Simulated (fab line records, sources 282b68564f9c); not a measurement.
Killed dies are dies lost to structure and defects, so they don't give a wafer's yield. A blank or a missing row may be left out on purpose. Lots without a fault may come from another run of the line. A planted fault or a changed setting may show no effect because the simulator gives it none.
A struck lot beside a sound one | flow rit_cmos | 17 steps out of a route of 202
Sound: wafers L335.3, L335.5, L335.6. Struck: wafers L333.1, L333.4, L333.6. The cause comes at the end.
At each step with rows: each side's tool, then ch and its chambers, then its first start. Under that, the readings that differ: sound wafers | struck wafers | difference of the means | sigmas: that difference in standard deviations of wafers without a fault.
alike: readings whose means differ by less than 2 such deviations, and words and numbers that are the same on both sides. not compared: withheld readings, readings that some wafer has no value for, bounds like >300 that may hide the same value, and numbers for which the record gives no deviation and whose values overlap.
The two part at a step that has a row with sigmas, a row that says differs or no value, or rows on one side only. Numbers that don't overlap but have no deviation are shown without sigmas and don't part them. A reading that every wafer of one side lacks parts them only if that side has two wafers or more.

RIT_NWELL_TW_MEAS_10:
  sound on film_metro-01, day 3 19:09; struck on film_metro-02, day 3 10:56
  reading  | sound          | struck         | difference | sigmas
  NWELL_TW | 2165 2161 2174 | 2114 2120 2132 | -45        | -3
then, 6 steps without rows for these wafers: RIT_PWELL_HMDS_00 (prime time 60 s); RIT_PWELL_COAT_01 (resist thk 1300 nm); RIT_PWELL_SOFTBAKE_02 (time 60 s); RIT_PWELL_EXPOSE_03 (exposes mask M3, target cd 43700 nm); RIT_PWELL_PEB_04; RIT_PWELL_DEVELOP_05 (develop time 68 s).
RIT_PWELL_OVL_MEAS_06:
  sound on overlay-02, day 3 20:05; struck on overlay-02, day 3 11:53
  alike: PWELL_OVL
then, 2 steps without rows for these wafers: RIT_PWELL_HARDBAKE_07 (time 120 s); RIT_PWELL_IMPLANT_08.
RIT_PWELL_STRIP_09: strips in O2, time 180 s.
  sound on plasma_asher-02 ch 0,1, day 3 20:40; struck on plasma_asher-04 ch 1, day 3 12:19
  alike: drypump_motor_current_A
  not compared: rf_hours_counter_h
RIT_PWELL_TW_MEAS_10:
  sound on film_metro-01, day 3 20:48; struck on film_metro-03, day 3 12:29
  reading  | sound       | struck      | difference | sigmas
  PWELL_TW | 965 967 965 | 950 949 951 | -16        | -2
RIT_WELLDRIVE_ANNEAL_00: time 14700 s.
  sound on furnace-03 ch 0, day 3 20:50; struck on furnace-01 ch 0, day 3 14:46
  reading          | sound             | struck            | difference | sigmas
  run_length_s (s) | 18250 18250 18250 | 12399 12399 12399 | -5851      | -99 or more
RIT_WELLDRIVE_RS_MEAS_01: measures by four-point-probe.
  sound on film_metro-03, day 4 01:58; struck on film_metro-01, day 3 19:51
  reading           | sound             | struck            | difference | sigmas
  NWELL_RS (ohm/sq) | 276.1 276.2 276.7 | 301.5 300.8 299.8 | +24.4      | +37
RIT_WELLDRIVE_RS_MEAS_02: measures by four-point-probe.
  sound on film_metro-03, day 4 02:05; struck on film_metro-01, day 3 19:58
  reading           | sound             | struck            | difference | sigmas
  PWELL_RS (ohm/sq) | 432.1 430.9 431.5 | 454.0 455.1 454.5 | +23.0      | +21
then, 1 step without rows for these wafers: RIT_NRETRO_HMDS_00 (prime time 60 s).
RIT_M1_PROBE_99:
  sound on prober-01, day 5 08:08; struck on prober-02, day 5 06:09
  reading      | sound | struck | difference | sigmas
  killed_short | 7 6 5 | 1 1 2  | -5         | -2
  alike: killed_at_M0_to_M3, killed_at_contacts, killed_at_front_end, killed_dies, killed_open

WHERE THEY PART
First at RIT_NWELL_TW_MEAS_10; last, within this record, at RIT_M1_PROBE_99.

WHY: what the simulator had put in
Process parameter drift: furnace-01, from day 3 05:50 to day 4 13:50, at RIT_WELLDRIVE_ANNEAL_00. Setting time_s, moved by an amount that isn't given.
